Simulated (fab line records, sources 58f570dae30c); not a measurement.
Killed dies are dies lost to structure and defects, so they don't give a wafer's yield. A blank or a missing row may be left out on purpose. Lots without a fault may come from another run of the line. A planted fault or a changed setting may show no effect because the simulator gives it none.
Which tool did it? | flow berkeley_cmos170 | 7 lots, 21 wafers sampled, at 2 steps of a route of 331

WHAT THE GAUGES READ, wafer by wafer
UCB170_V2_THK_MEAS_01.
lot  | measured     | on            | V2_TEOS_THK (nm)
L222 | day 8 17:17  | film_metro-03 | 1994 2002 1990
L226 | day 9 07:35  | film_metro-02 | 1977 2030 2029
L230 | day 10 04:27 | film_metro-03 | 2009 2010 2004
L229 | day 10 06:32 | film_metro-02 | 1978 1983 2049
L233 | day 11 03:53 | film_metro-03 | 1961 1988 2010
L243 | day 13 09:57 | film_metro-03 | 1966 2013 2011
L244 | day 13 21:01 | film_metro-03 | 1992 2003 2007

WHICH TOOL RAN EACH LOT (tool, then ch and the chambers of the sampled wafers, then the start)
lot  | UCB170_V2_CVD_00
L222 | pecvd-01 ch 0,1,2, day 8 17:07
L226 | pecvd-04 ch 0,1,2, day 9 07:24
L230 | pecvd-04 ch 0,1,2, day 10 04:17
L229 | pecvd-04 ch 0,1,2, day 10 06:23
L233 | pecvd-03 ch 0,1, day 11 03:43
L243 | pecvd-01 ch 0,2, day 13 09:47
L244 | pecvd-04 ch 0,1, day 13 20:46
- UCB170_V2_CVD_00: deposits SiO2 from TEOS/O2, target thk 2000 nm, time 250 s.

THE ANSWER, worked out from the rows above alone
Rule: what is usual is taken from the lots themselves. Put in order of their means at a reading, lots are off if they are a third of the lots or fewer, leave a main group of 4 or more, and stand apart from it by a gap of 3 or more times the standard deviation of the main group's means; of several such gaps the widest counts. A main group whose means are all the same, to the digits that the tables above print for the reading, isn't used. A lot without any number at a reading at which 4 lots or more have one is off too. The other lots that the step has rows for count as sound.
No lot is off at any reading shown: from this, nothing can be told.

WHAT THE SIMULATOR HAD PUT IN
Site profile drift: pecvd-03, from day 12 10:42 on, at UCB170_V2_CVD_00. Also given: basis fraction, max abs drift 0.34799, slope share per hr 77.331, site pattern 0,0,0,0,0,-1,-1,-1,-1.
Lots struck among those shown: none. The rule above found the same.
